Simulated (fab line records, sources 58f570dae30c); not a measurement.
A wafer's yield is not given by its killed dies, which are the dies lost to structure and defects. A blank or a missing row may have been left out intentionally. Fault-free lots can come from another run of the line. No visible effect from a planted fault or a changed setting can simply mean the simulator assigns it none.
One fault through the eyes of 2 desks    flow berkeleyCmos170    every desk sees just its own numbers, and what lay behind them comes last

## FROM THE METROLOGY DESK
What the gauges read for every lot (on any tool): the sampled wafers with a number, averaged. Marked OUT: a lot whose mean sits more than 4 standard deviations from the usual mean, which makes it out of limits; the brackets give that distance.
Columns: A = ACTIVE_OXIDE_THK at UCB170_ACTIVE_THK_MEAS_03, usual 26.1 nm; B = ACTIVE_NITRIDE_THK at UCB170_ACTIVE_THK_MEAS_06, usual 219.4 nm; C = cdNm at UCB170_ACTIVE_CD_MEAS_13, usual 1200.7 nm
lot   first seen here  A     B      C
L684  day 4 06:35      26.7  222.1  1203.8
L688  day 5 03:32      27.0  218.1  1200.9
L698  day 7 07:20      25.8  218.6  -
L699  day 7 07:20      26.2  216.1  -
L700  day 7 13:27      26.0  220.2  1202.0
L704  day 8 05:13      25.7  219.4  1200.7
Finding of this desk: none of the 6 lots has anything out of limits.

## DESK OF THE TOOL OWNER: lithoTrack-02
The tool's own readings at UCB170_ACTIVE_DEVELOP_12 (develop time 45 s): means of the sampled wafers that have a number, for each lot that ran on this tool. Marked OUT: a lot whose mean sits more than 4 standard deviations from the usual mean, which makes it out of limits; the brackets give that distance.
Columns: A = chillPlateTempC at UCB170_ACTIVE_DEVELOP_12, usual 22.98 C
lot   first seen here  A
L688  day 5 10:00      23.01
This desk's finding: nothing out of limits on the one lot.

## BROUGHT TOGETHER
At the metrology desk, nothing out of limits was observed.
Nothing out of limits was seen by the tool owner's desk.

## WHAT THE SIMULATOR PUT IN
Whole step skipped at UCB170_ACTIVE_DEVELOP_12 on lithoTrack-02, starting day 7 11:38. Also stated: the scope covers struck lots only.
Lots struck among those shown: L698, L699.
